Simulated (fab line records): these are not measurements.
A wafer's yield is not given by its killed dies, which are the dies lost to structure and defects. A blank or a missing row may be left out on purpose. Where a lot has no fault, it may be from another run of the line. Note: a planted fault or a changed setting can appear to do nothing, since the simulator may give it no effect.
A single fault, viewed from 2 desks -- flow rit cmos -- each desk holds nothing but its own numbers, with what lay behind them at the end

## AT THE TOOL OWNER'S DESK: rie metal-02
The tool's own readings at RIT_M1_METAL_ETCH_12 (etches Al in Cl2/BCl3, stops on SiO2, time 165 s, target depth 600 nm): means of the sampled wafers that have a number, for each lot that ran on this tool. If a lot's mean is further than 4 standard deviations from the usual mean, the lot is out of limits and carries the mark OUT (the distance appears in the brackets).
Columns: A = chamber pressure mTorr at RIT_M1_METAL_ETCH_12, usual 100.01 mTorr; B = drypump motor current A at RIT_M1_METAL_ETCH_12, usual 5.6 A; C = oes product au at RIT_M1_METAL_ETCH_12, usual 0.787 a.u.; D = throttle valve pct at RIT_M1_METAL_ETCH_12, usual 8.33 %
lot,first seen here,A,B,C,D
L499,day 4 09:07,99.96,5.0,0.790,8.22
L508,day 6 05:13,133.35 (+99 or more) OUT,4.9,0.799,8.22
L511,day 6 22:58,133.41 (+99 or more) OUT,5.0,0.788,8.21
This desk's finding: out of limits on L508, L511; first on L508, day 6 05:13 (chamber pressure mTorr at RIT_M1_METAL_ETCH_12). In limits: L499.

## METROLOGY DESK
What the gauges read, lot by lot, whatever tool the lot ran on: means of the sampled wafers that have a number. If a lot's mean is further than 4 standard deviations from the usual mean, the lot is out of limits and carries the mark OUT (the distance appears in the brackets).
Columns: A = M1_AL_RS at RIT_M1_RS_MEAS_01, usual 0.0733 ohm/sq; B = M1_AL_THK at RIT_M1_THK_MEAS_02, usual 405 nm; C = cd nm at RIT_M1_CD_MEAS_09, usual 2600.0 nm; D = M1_OVL at RIT_M1_OVL_MEAS_10, usual 0.9 nm
lot,first seen here,A,B,C,D
L499,day 4 07:31,0.0729,404,2603.0,0.3
L500,day 4 19:28,0.0729,403,2601.7,1.6
L508,day 6 03:45,0.0719,413,2595.6,-0.9
L510,day 6 13:22,0.0725,410,2602.2,0.7
L511,day 6 21:15,0.0733,403,2596.4,2.2
L515,day 7 15:05,0.0740,404,2602.3,-0.9
Finding of this desk: none of the 6 lots has anything out of limits.

## ALL TOGETHER
At day 6 05:13, on L508, L511, the tool owner's desk was in a position to raise an alarm.
From the metrology desk's view, nothing was out of limits.
The metrology desk has L508, L511 on record, within its limits.
RIT_M1_METAL_ETCH_12 was run on rie metal-02 by each of the lots named.

## WHAT THE SIMULATOR PUT IN
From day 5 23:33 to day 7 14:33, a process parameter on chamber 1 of rie metal-02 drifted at RIT_M1_METAL_ETCH_12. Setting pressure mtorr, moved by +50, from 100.
Lots struck among those shown: L508, L511.
Delay in hours, fault start to first out-of-limits reading, by desk: the tool owner's desk at 6.
